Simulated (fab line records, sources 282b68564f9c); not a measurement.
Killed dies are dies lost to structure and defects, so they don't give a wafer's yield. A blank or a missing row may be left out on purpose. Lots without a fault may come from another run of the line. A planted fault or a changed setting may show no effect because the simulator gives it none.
One fault seen from 2 desks | flow rit_cmos | each desk has only its own numbers; what lay behind them comes last

THE METROLOGY DESK
What the gauges read, lot by lot, whatever tool the lot ran on: means of the sampled wafers that have a number. A lot is out of limits, marked OUT, if its mean lies more than 4 standard deviations from the usual mean; the brackets give that distance.
Columns: A = NLDD_TW at RIT_NLDD_TW_MEAS_10, usual 2498; B = NLDD_RS at RIT_SDANNEAL_RS_MEAS_07, usual 151.6 ohm/sq
lot  | first seen here | A               | B
L838 | day 3 00:14     | 2484            | 150.5
L839 | day 3 05:41     | 2537            | 152.0
L840 | day 3 13:17     | 2531            | 151.4
L841 | day 3 17:38     | 2483            | 150.8
L842 | day 3 22:29     | 2479            | 151.9
L847 | day 4 19:11     | 2649 (+5.2) OUT | 147.5 (-7.7) OUT
L848 | day 4 21:02     | 2674 (+6.1) OUT | 146.5 (-9.6) OUT
L850 | day 5 07:13     | 2495            | 152.5
L851 | day 5 12:35     | 2491            | 152.3
L855 | day 6 08:05     | 2537            | 151.3
L858 | day 6 22:46     | 2535            | 151.4
L859 | day 7 01:59     | 2538            | 151.6
L860 | day 7 07:49     | 2478            | 151.4
L861 | day 7 12:29     | 2499            | 151.2
This desk's finding: out of limits on L847, L848; first on L847, day 4 19:11 (NLDD_TW at RIT_NLDD_TW_MEAS_10). In limits: L838, L839, L840, L841, L842, L850, L851, L855, L858, L859, L860, L861.

THE TOOL OWNER'S DESK: implanter-02
The tool's own readings at RIT_NLDD_IMPLANT_08: means of the sampled wafers that have a number, for each lot that ran on this tool. A lot is out of limits, marked OUT, if its mean lies more than 4 standard deviations from the usual mean; the brackets give that distance.
Columns: A = beam_energy_keV at RIT_NLDD_IMPLANT_08, usual 20.000
lot  | first seen here | A
L840 | day 3 12:57     | 19.994
L842 | day 3 22:09     | 20.001
L847 | day 4 18:52     | 26.005 (+99 or more) OUT
L848 | day 4 20:44     | 25.998 (+99 or more) OUT
This desk's finding: out of limits on L847, L848; first on L847, day 4 18:52 (beam_energy_keV at RIT_NLDD_IMPLANT_08). In limits: L840, L842.

PUT TOGETHER
The tool owner's desk could have raised an alarm at day 4 18:52, on L847, L848.
The metrology desk could have raised an alarm at day 4 19:11, on L847, L848.
Of the lots named, all ran RIT_NLDD_IMPLANT_08 on implanter-02.

WHAT THE SIMULATOR HAD PUT IN
Process parameter drift: implanter-02, from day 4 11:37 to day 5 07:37, at RIT_NLDD_IMPLANT_08. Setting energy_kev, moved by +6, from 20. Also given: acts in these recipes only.
Lots struck among those shown: L847, L848.
Hours from the fault's start to each desk's first reading out of limits: the tool owner's desk, 7; the metrology desk, 8.
